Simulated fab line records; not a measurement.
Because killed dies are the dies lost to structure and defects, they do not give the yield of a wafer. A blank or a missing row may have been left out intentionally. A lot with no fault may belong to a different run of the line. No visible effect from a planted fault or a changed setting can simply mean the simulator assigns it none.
Comparing a struck lot with a sound one :: flow berkeley-cmos170 :: 17 steps out of a route of 331
Sound: the wafers L289.1, L289.4, L289.6. Struck: wafers L282.1, L282.2, L282.4. At the end, the cause is stated.
For every step that has rows: the tool of each side, followed by ch and its chambers, followed by its first start. Under that, the readings that differ: sound wafers :: struck wafers :: difference of the means :: sigmas: that difference in standard deviations of wafers without a fault.
alike: a reading whose means differ by less than 2 such deviations, as well as words and numbers matching on both sides. not compared: withheld readings; readings where some wafer has no value; bounds like >300 that might hide an equal value; numbers whose values overlap and for which the record gives no deviation.
A row with sigmas, a row that says differs or no value, or rows on one side alone: a step with any of these is where the two part. When numbers do not overlap yet have no deviation, they are printed without sigmas and do not part them. Lack of a reading on every wafer of one side parts them only where that side has two or more wafers.

first, 1 step without rows for these wafers: UCB170_ZERO_DEVELOP_05 (develop time 45 s).
UCB170_ZERO_ETCH_06: etches SiO2 in CHF3/CF4/Ar, time 12 s.
  sound on rie-diel-01 ch 0,2,3, day 5 02:03; struck on rie-diel-01 ch 0,1,3, day 3 19:04
  alike: CHF3_flow_sccm, chamber-pressure-mTorr, drypump-motor-current-A, oes-product-au, rf-fwd-power-W, throttle-valve-pct
  not compared: rf-hours-counter-h
UCB170_ZERO_STRIP_07: strips in O2.
  sound on plasma-asher-01 ch 0,1, day 5 02:04; struck on plasma-asher-04 ch 0,1, day 3 19:05
  alike: chamber-pressure-mTorr, drypump-motor-current-A, oes-product-au, strip-time-to-endpoint-s
  not compared: rf-hours-counter-h
then, 2 steps without rows for these wafers: UCB170_NWELL_WET_ETCH_00 (etches SiO2 in dHF, time 200 s); UCB170_NWELL_OXIDATION_01 (target thk 26.4 nm, ox time 1260 s).
UCB170_NWELL_THK_MEAS_02:
  sound: film-metro-02 at day 5 05:49; struck: film-metro-02 at day 3 22:46
  alike: NWELL_OXIDE_THK
then, 2 steps without rows for these wafers: UCB170_NWELL_ANNEAL_03 (time 900 s); UCB170_NWELL_CVD_04 (deposits Si3N4 from SiH2Cl2/NH3, target thk 224 nm, time 3360 s).
UCB170_NWELL_THK_MEAS_05:
  sound: film-metro-04 at day 5 15:32; struck: film-metro-01 at day 4 04:14
  alike: NWELL_NITRIDE_THK
then, 3 steps without rows for these wafers: UCB170_NWELL_HMDS_06 (prime time 60 s); UCB170_NWELL_COAT_07 (resist thk 900 nm); UCB170_NWELL_SOFTBAKE_08 (time 60 s).
UCB170_NWELL_EXPOSE_09: exposes mask NWELL, target cd 3000 nm.
  sound on krf-scanner-01 ch 0, day 5 16:03; struck on krf-scanner-02 ch 0, day 4 05:17
reading: model.NWELL.overlay-x-nm (nm)
sound: -5.932 -5.932 -5.932
struck: 678.7 678.7 678.7
difference: +684.6
sigmas: 
  alike: mask, exposure-dose-mJ-cm2
then, 2 steps without rows for these wafers: UCB170_NWELL_PEB_10; UCB170_NWELL_DEVELOP_11 (develop time 45 s).
UCB170_NWELL_OVL_MEAS_12:
  sound: overlay-01 at day 5 16:26; struck: overlay-02 at day 4 06:01
reading: NWELL_OVL (nm)
sound: -7 -1 -8
struck: 679 673 671
difference: +680
sigmas: +99 or more
  not compared: hold
UCB170_M3_PROBE_99:
  the record has rows for the sound wafers here (prober-01, day 11 09:47) and none for the struck ones

WHERE THEY PART
Earliest at UCB170_NWELL_OVL_MEAS_12; latest, in this record, at UCB170_M3_PROBE_99.

WHY: whatever the simulator had introduced
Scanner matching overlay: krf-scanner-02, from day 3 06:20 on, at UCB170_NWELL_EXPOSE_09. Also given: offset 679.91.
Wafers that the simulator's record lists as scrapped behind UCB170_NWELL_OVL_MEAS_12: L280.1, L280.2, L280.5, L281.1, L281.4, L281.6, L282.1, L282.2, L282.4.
